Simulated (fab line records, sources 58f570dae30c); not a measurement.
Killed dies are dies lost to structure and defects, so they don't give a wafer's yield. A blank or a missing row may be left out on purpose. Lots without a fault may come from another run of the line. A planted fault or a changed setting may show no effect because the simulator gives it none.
fab line records | flow berkeley_cmos170
record lots=13 wafers=39 last_day=11
route steps=331 shown V1@268
lots that met no fault: from a run of the same line without faults
start_h: hours from the record's first day to the start of the lot's first wafer shown | wait_h: hours since the lot's step before | " the same as in the row above | L1.1+2: a row that stands for several wafers | - no value, or no start given | * or withheld: withheld | < > ~ a bound
route shown NAME@n: a module of which the file shows steps, and the number in the route of the first | usual: mean/standard deviation of fault-free wafers | same: alike in all rows | chamber/n: place in a boat | sites: the reading at each site | _std_site: their standard deviation | _edge_site: outer sites' mean less inner sites' | radius_mm: how far each site lies from the wafer's centre | mask NAME#n: copy n | behind: the tool/chamber that last shaped the wafer | hold: why the lot was held/for how many hours/how that ended | device: the transistor (n, p or np) that didn't switch | end of line: the same wafers' tests at the end of the route | a step without rows: its recipe alone | killed: dies lost to structure and defects at the first sort, not the wafer's yield | map: a wafer's dies, x killed, . not, _ none there
set.NAME: the setting as run; set.NAME@STEP: as run at that earlier step | model.NAME: the simulator's own value behind a step, which no gauge read
steps of the route over a sample of lots; a table a step, a row a wafer
services: from which hour (start_h, from the record's first day; less than 0 if before it) a tool's chamber was out of use, for how many hours, and why
## steps
# step UCB170_V1_ETCH_14
# recipe chemistry=CHF3/CF4/Ar target=SiO2 stop_on=Al CHF3_flow_sccm=45 cf4_flow_sccm=15 Ar_flow_sccm=150 pressure_mtorr=200 rf_w=700 target_depth_a=12500 over_etch_frac=0.25 time_s=291
# usual drypump_motor_current_A=6.1/0.47 oes_product_au=0.869/0.015 run_length_s=319.2/0.4 throttle_valve_pct=6.97/0.11
# columns lot.wafer tool chamber start_h wait_h drypump_motor_current_A oes_product_au rf_hours_counter_h run_length_s throttle_valve_pct
L952.1 rie_diel-03 2 135.16 0.0 6.6 0.848 97 318.6 7.10
L952.2 " 3 " " 5.7 0.885 91 319.0 6.86
L952.3 " 0 " " 6.7 0.852 74 319.4 6.97
L953.2 rie_diel-01 1 152.29 0.0 6.0 0.882 2 319.1 7.01
L953.5 " 2 " " 5.1 0.886 - 320.0 6.76
L953.6 " 1 " " 6.0 0.887 - 319.2 7.01
L955.4 rie_diel-04 1 168.54 0.0 6.1 0.862 73 319.8 6.90
L955.5 " 3 " " 6.5 0.883 - 319.4 7.13
L955.6 " 2 " " 6.1 0.869 - 319.5 7.05
L957.1 rie_diel-03 1 168.75 0.0 5.8 0.851 105 319.1 6.99
L957.4 " 0 " " 6.7 0.859 75 319.4 6.98
L957.5 " 1 " " 5.8 0.856 - 318.8 7.02
L956.2 rie_diel-01 2 168.82 0.0 5.1 0.883 16 319.5 6.77
L956.3 " 0 " " 5.7 0.855 16 319.5 7.10
L956.4 " 3 " " 6.5 0.867 89 318.9 6.98
L958.1 rie_diel-03 2 169.02 0.0 6.6 0.851 99 318.9 7.09
L958.4 " 0 " " 6.7 0.854 75 319.4 6.98
L958.6 " 2 " " 6.6 0.849 - 318.7 7.08
L960.2 rie_diel-01 0 196.93 0.0 5.7 0.806 17 351.9 7.12
L960.3 " 1 " " 6.0 0.888 3 319.1 7.02
L960.5 " 2 " " 5.1 0.895 - 319.5 6.78
L961.3 rie_diel-03 0 197.17 0.0 6.7 0.865 77 319.4 6.96
L961.5 " 2 " " 6.6 0.853 - 318.7 7.11
L961.6 " 1 " " 5.8 0.855 - 319.1 7.00
L969.3 rie_diel-04 2 237.23 0.0 6.1 0.870 107 319.6 7.05
L969.5 " 0 " " 6.1 0.852 - 318.7 6.81
L969.6 " 2 " " 6.1 0.870 - 319.6 7.06
L971.2 rie_diel-04 2 257.40 0.0 6.1 0.874 109 319.5 7.05
L971.4 " 3 " " 6.5 0.879 - 319.0 7.13
L971.5 " 1 " " 6.1 0.857 - 319.7 6.91
L975.1 rie_diel-03 0 262.84 0.0 6.7 0.855 80 319.6 6.99
L975.2 " 2 " " 6.6 0.841 103 318.9 7.09
L975.4 " 1 " " 5.8 0.854 109 318.9 7.00
L974.2 rie_diel-03 2 265.36 0.0 6.6 0.848 103 318.7 7.09
L974.5 " 0 " " 6.7 0.856 - 319.5 6.98
L974.6 " 3 " " 5.7 0.880 - 319.3 6.87
L973.1 rie_diel-04 2 265.62 0.0 6.1 0.870 109 319.6 7.05
L973.2 " 3 " " 6.5 0.875 1 319.0 7.14
L973.5 " 0 " " 6.1 0.900 - 318.5 6.82
# step UCB170_V1_STRIP_15
# recipe chemistry=O2 power_w=400 pressure_mtorr=3500 platen_temp_c=withheld o2_flow_sccm=400 overash_fraction=0.5
# usual drypump_motor_current_A=5.51/0.11 oes_product_au=0.721/0.0044 strip_time_to_endpoint_s=15.29/0.12
# columns lot.wafer tool chamber start_h wait_h drypump_motor_current_A oes_product_au rf_hours_counter_h strip_time_to_endpoint_s
L952.1 plasma_asher-03 1 135.34 0.1 5.69 0.716 2 15.32
L952.2 " 0 " " 5.40 0.720 2 15.35
L952.3 " 0 " " 5.40 0.730 - 15.29
L953.2 plasma_asher-03 1 152.46 0.1 5.70 0.727 4 15.31
L953.5 " 1 " " 5.70 0.719 - 15.43
L953.6 " 0 " " 5.40 0.723 - 15.26
L955.4 plasma_asher-01 1 168.75 0.1 5.37 0.719 - 15.11
L955.5 " 1 " " 5.37 0.721 - 15.22
L955.6 " 0 " " 5.47 0.718 - 15.11
L957.1 plasma_asher-02 1 168.93 0.1 5.50 0.722 40 15.43
L957.4 " 1 " " 5.51 0.719 - 15.44
L957.5 " 0 " " 5.58 0.714 - 15.37
L956.2 plasma_asher-03 1 169.00 0.1 5.72 0.710 5 15.37
L956.3 " 1 " " 5.71 0.725 - 15.55
L956.4 " 0 " " 5.43 0.721 - 15.30
L958.1 plasma_asher-03 0 169.20 0.1 5.43 0.718 6 15.25
L958.4 " 0 " " 5.43 0.726 - 15.24
L958.6 " 1 " " 5.71 0.727 - 15.32
L960.2 plasma_asher-01 1 197.11 0.1 5.38 0.723 48 14.65
L960.3 " 1 " " 5.38 0.730 - 15.25
L960.5 " 1 " " 5.37 0.725 - 15.16
L961.3 plasma_asher-02 0 197.38 0.1 5.59 0.719 - 15.27
L961.5 " 1 " " 5.53 0.722 - 15.35
L961.6 " 0 " " 5.58 0.720 - 15.27
L969.3 plasma_asher-01 0 237.44 0.1 5.47 0.718 - 15.31
L969.5 " 0 " " 5.48 0.718 - 15.07
L969.6 " 1 " " 5.36 0.714 - 15.37
L971.2 plasma_asher-02 1 257.58 0.1 5.51 0.721 50 15.40
L971.4 " 1 " " 5.52 0.720 - 15.47
L971.5 " 1 " " 5.51 0.726 - 15.57
L975.1 plasma_asher-03 1 263.02 0.1 5.67 0.720 15 15.38
L975.2 " 0 " " 5.41 0.727 15 15.45
L975.4 " 1 " " 5.70 0.721 - 15.34
L974.2 plasma_asher-02 0 265.54 0.1 5.61 0.723 51 15.43
L974.5 " 0 " " 5.59 0.727 - 15.41
L974.6 " 1 " " 5.55 0.716 - 15.24
L973.1 plasma_asher-03 0 265.80 0.1 5.42 0.722 16 15.38
L973.2 " 1 " " 5.72 0.718 16 15.38
L973.5 " 1 " " 5.70 0.724 - 15.54
## services
# columns tool chamber start_h hours kind
rie_diel-01 3 117.56 9.9 repair
plasma_asher-03 0 117.75 - clean
plasma_asher-03 1 117.75 - clean
rie_diel-03 1 133.11 6.4 repair
plasma_asher-03 - 161.00 4.3 pm
plasma_asher-01 - 168.90 10.0 pm
rie_diel-04 2 190.40 9.5 repair
plasma_asher-03 - 192.07 1.9 repair
plasma_asher-02 - 205.49 1.3 repair
rie_diel-01 0 228.09 6.7 repair
rie_diel-04 3 228.69 - clean
rie_diel-04 3 228.69 19.8 scheduled_down
rie_diel-04 3 228.69 19.8 vent_cycle
rie_diel-01 - 240.44 1.0 repair
rie_diel-04 0 249.93 - clean
rie_diel-04 0 249.93 14.3 scheduled_down
rie_diel-04 0 249.93 14.3 vent_cycle
plasma_asher-01 - 264.52 3.0 repair
## key
first_sign step=UCB170_V1_ETCH_14 reading=run_length_s direction=up sigmas=81 usual=* struck=*
effect step=UCB170_V1_ETCH_14 reading=oes_product_au direction=down sigmas=4.3 usual=0.869 struck=0.806
effect step=UCB170_V1_STRIP_15 reading=strip_time_to_endpoint_s direction=down sigmas=5.2 usual=* struck=*
met_at UCB170_V1_ETCH_14
struck_lots L960
struck_wafers L960.2
onset_between 168.82 196.93
fault kind=process_parameter_drift tool=rie_diel-01 chamber=0 onset_h=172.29 steps=UCB170_V1_ETCH_14 channel=time_s offset=* shape=step end_h=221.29 acts_in=* stated=*
